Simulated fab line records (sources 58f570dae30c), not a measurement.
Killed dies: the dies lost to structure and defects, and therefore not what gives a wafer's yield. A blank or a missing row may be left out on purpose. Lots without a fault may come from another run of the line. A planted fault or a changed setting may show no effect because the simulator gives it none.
The same fault as seen by 2 desks    flow berkeley cmos170    what lay behind the numbers comes last; until then each desk has only its own

FOR THE TOOL OWNER'S DESK: rie metal-04
The tool's own readings at UCB170_M2_METAL_ETCH_18 (etches Al in Cl2/BCl3, stops on SiO2, target depth 1170 nm, time 195 s): means of the sampled wafers that have a number, for each lot that ran on this tool. The brackets show how far a lot's mean lies from the usual mean; more than 4 standard deviations puts the lot out of limits, marked OUT.
Columns: A = bcl3 flow sccm at UCB170_M2_METAL_ETCH_18, usual 45.04 sccm; B = drypump motor current A at UCB170_M2_METAL_ETCH_18, usual 5.6 A; C = oes product au at UCB170_M2_METAL_ETCH_18, usual 0.856 a.u.; D = run length s at UCB170_M2_METAL_ETCH_18, usual 223.8 s; E = throttle valve pct at UCB170_M2_METAL_ETCH_18, usual 24.40 %
lot   first seen here  A      B    C                 D                E
L761  day 11 05:24     44.90  5.7  0.782 (-4.4) OUT  252.3 (+30) OUT  24.36
L765  day 12 01:45     45.18  5.6  0.790             252.5 (+30) OUT  24.30
L776  day 14 23:20     45.04  5.6  0.841             223.6            24.27
This desk's verdict: out of limits on L761, L765, starting with L761 at day 11 05:24 (oes product au at UCB170_M2_METAL_ETCH_18). L776 stayed within limits.

METROLOGY DESK
Lot by lot, what the gauges showed, no matter which tool ran the lot: averages of those sampled wafers that carry a number. The brackets show how far a lot's mean lies from the usual mean; more than 4 standard deviations puts the lot out of limits, marked OUT.
Columns: A = cd nm at UCB170_M2_CD_MEAS_15, usual 700.5 nm; B = M2_OVL at UCB170_M2_OVL_MEAS_16, usual 0 nm
lot   first seen here  A      B
L756  day 9 11:32      700.5  1
L761  day 11 05:12     700.9  0
L765  day 12 01:33     700.3  7
L770  day 13 06:40     700.4  -3
L771  day 13 08:26     701.6  -4
L776  day 14 23:08     700.5  14
This desk found nothing out of limits on any of the 6 lots.

PUT TOGETHER
The tool owner's desk could have raised an alarm at day 11 05:24, on L761, L765.
From the metrology desk's view, nothing was out of limits.
The metrology desk holds a record of L761, L765, inside its limits.
Every lot named ran UCB170_M2_METAL_ETCH_18 on rie metal-04.

WHAT HAD BEEN PUT IN BY THE SIMULATOR
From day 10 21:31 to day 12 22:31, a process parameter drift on rie metal-04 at UCB170_M2_METAL_ETCH_18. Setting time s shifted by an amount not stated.
Shown lots that were struck: L761, L765.
Each desk's first reading out of limits, in hours after the fault started: the tool owner's desk, 8.
